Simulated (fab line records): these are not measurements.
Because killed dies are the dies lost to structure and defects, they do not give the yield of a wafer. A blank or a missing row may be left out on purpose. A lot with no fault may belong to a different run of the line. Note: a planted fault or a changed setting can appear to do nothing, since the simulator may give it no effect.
What tool caused it? | flow ritCmos | 21 wafers from 7 lots sampled at 4 of the route's 202 steps

== WHAT EACH GAUGE READ, for each wafer ==
RIT_M1_CD_MEAS_90 targets a cd of 2600 nm.
lot  | measured    | on       | cdNm (nm)
L958 | day 3 16:10 | cdSem-02 | 2603 2602 2604
L960 | day 4 04:31 | cdSem-02 | 2599 2599 2602
L962 | day 4 13:07 | cdSem-01 | 2605 2601 2597
L968 | day 5 17:30 | cdSem-02 | 2600 2602 2600
L972 | day 6 13:22 | cdSem-02 | 2610 2603 2610
L975 | day 7 06:11 | cdSem-01 | 2597 2600 2598
L979 | day 8 03:04 | cdSem-02 | 2602 2602 2603

== WHAT TOOL EACH LOT RAN ON (gives the tool, then ch and the chambers of the sampled wafers, and finally the start) ==
lot  | RIT_PLDD_STRIP_09                  | RIT_CONTACT_STRIP_12               | RIT_M1_METAL_ETCH_12
L958 | plasmaAsher-03 ch 0,1, day 3 04:35 | plasmaAsher-04 ch 0,1, day 3 13:14 | rieMetal-02 ch 0,1, day 3 15:39
L960 | plasmaAsher-02 ch 0,1, day 3 14:57 | plasmaAsher-01 ch 0,1, day 4 01:33 | rieMetal-03 ch 0,1, day 4 04:00
L962 | plasmaAsher-01 ch 0,1, day 4 00:53 | plasmaAsher-04 ch 0,1, day 4 10:01 | rieMetal-01 ch 0,1, day 4 12:26
L968 | plasmaAsher-01 ch 0,1, day 5 05:34 | plasmaAsher-04 ch 0,1, day 5 14:27 | rieMetal-01 ch 0,1, day 5 16:59
L972 | plasmaAsher-01 ch 0,1, day 6 01:21 | plasmaAsher-04 ch 0,1, day 6 10:20 | rieMetal-03 ch 0,1, day 6 12:52
L975 | plasmaAsher-01 ch 0,1, day 6 17:39 | plasmaAsher-01 ch 0,1, day 7 02:53 | rieMetal-01 ch 0,1, day 7 05:40
L979 | plasmaAsher-02 ch 0,1, day 7 15:13 | plasmaAsher-04 ch 0,1, day 8 00:08 | rieMetal-02 ch 0,1, day 8 02:32
- RIT_PLDD_STRIP_09: strips in O2, time 180 s.
- RIT_CONTACT_STRIP_12: strips in O2, time 180 s.
- RIT_M1_METAL_ETCH_12: etches Al in Cl2/BCl3, stops on SiO2, time 165 s, target depth 600 nm.

== THE ANSWER, worked out from the rows above alone ==
Rule: what is usual is taken from the lots themselves. The widest of any qualifying gaps counts: lots, ordered by their means at a reading, are off when they make up no more than a third of the lots, leave a main group of 4 or more, and stand apart from it by 3 or more times the standard deviation of that group's means. Not used: any main group whose means are identical at the precision the tables above print for the reading. Also off: a lot with no number at a reading for which 4 or more lots have one. The other lots that the step has rows for count as sound.
Off at RIT_M1_CD_MEAS_90 (cdNm): L972. Main group: mean 2601 nm, sd 1.5.
If a tool, at a process step before that reading, ran all the lots that are off and no sound lot after the first of them, it fits. The gauges at RIT_M1_CD_MEAS_90 are tried like those tools. One fits: RIT_M1_METAL_ETCH_12 on rieMetal-03. A fault onset in the window from L960 (day 4 04:00, its last sound lot) to L972 (day 6 12:52, its first lot off) fits.

== WHAT THE SIMULATOR PUT IN ==
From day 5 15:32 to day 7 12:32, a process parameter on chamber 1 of rieMetal-03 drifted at RIT_M1_METAL_ETCH_12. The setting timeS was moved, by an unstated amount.
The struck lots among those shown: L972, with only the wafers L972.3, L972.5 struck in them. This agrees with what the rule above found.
